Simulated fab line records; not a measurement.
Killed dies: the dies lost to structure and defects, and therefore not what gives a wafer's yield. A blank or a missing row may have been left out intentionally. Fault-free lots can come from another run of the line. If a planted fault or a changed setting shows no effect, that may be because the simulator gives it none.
One fault through the eyes of 2 desks | flow berkeley_cmos170 | each desk has only its own numbers; what lay behind them comes last

== DESK OF THE TOOL OWNER: rtp_anneal-01 ==
At UCB170_SILICIDE_RTA_04 (time 15 s), the tool's own readings, given per lot that ran on this tool as the mean of the sampled wafers with a number. Marked OUT: a lot whose mean sits more than 4 standard deviations from the usual mean, which makes it out of limits; the brackets give that distance.
Columns: A = chamber_o2_ppm at UCB170_SILICIDE_RTA_04, usual 1.999; B = lamp_power_pct at UCB170_SILICIDE_RTA_04, usual 10.99 %; C = wafer_temp_C_max at UCB170_SILICIDE_RTA_04, usual 653.4
lot  | first seen here | A                        | B     | C
L953 | day 7 09:23     | 1.997                    | 11.16 | 653.6
L956 | day 7 23:41     | 1.998                    | 11.16 | 653.5
L958 | day 8 10:01     | 1.990                    | 11.17 | 654.0
L959 | day 8 10:40     | 2.017                    | 11.17 | 653.3
L962 | day 9 20:40     | 2.004                    | 11.17 | 654.2
L963 | day 9 21:18     | 62.019 (+99 or more) OUT | 11.17 | 653.8
L966 | day 10 04:40    | 61.980 (+99 or more) OUT | 11.17 | 654.1
This desk finds L963, L966 out of limits, L963 being first, at day 9 21:18 (chamber_o2_ppm at UCB170_SILICIDE_RTA_04). In limits: L953, L956, L958, L959, L962.

== FROM THE METROLOGY DESK ==
What the gauges read, lot by lot, whatever tool the lot ran on: means of the sampled wafers that have a number. Marked OUT: a lot whose mean sits more than 4 standard deviations from the usual mean, which makes it out of limits; the brackets give that distance.
Columns: A = NLDD_OVL at UCB170_NLDD_OVL_MEAS_07, usual 3 nm
lot  | first seen here | A
L950 | day 5 13:23     | -4
L953 | day 7 00:47     | 11
L954 | day 7 00:52     | 5
L956 | day 7 09:19     | -5
L957 | day 7 21:43     | -2
L958 | day 7 21:57     | 5
L959 | day 7 22:13     | 8
L960 | day 8 06:04     | 7
L961 | day 8 22:10     | 7
L963 | day 9 08:34     | 3
L962 | day 9 08:52     | 2
L965 | day 9 09:13     | 5
L966 | day 9 19:34     | 7
L967 | day 9 23:14     | 3
This desk's verdict: no lot among the 14 shows anything out of limits.

== PUT TOGETHER ==
The tool owner's desk could have raised an alarm at day 9 21:18, on L963, L966.
From the metrology desk's view, nothing was out of limits.
The metrology desk holds a record of L963, L966, inside its limits.
On rtp_anneal-01, each named lot ran UCB170_SILICIDE_RTA_04.

== WHAT HAD BEEN PUT IN BY THE SIMULATOR ==
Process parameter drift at UCB170_SILICIDE_RTA_04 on rtp_anneal-01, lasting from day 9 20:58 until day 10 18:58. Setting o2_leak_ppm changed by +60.
Lots struck among those shown: L963, L966.
How many hours passed from the start of the fault until each desk's first out-of-limits reading: the tool owner's desk, 0.
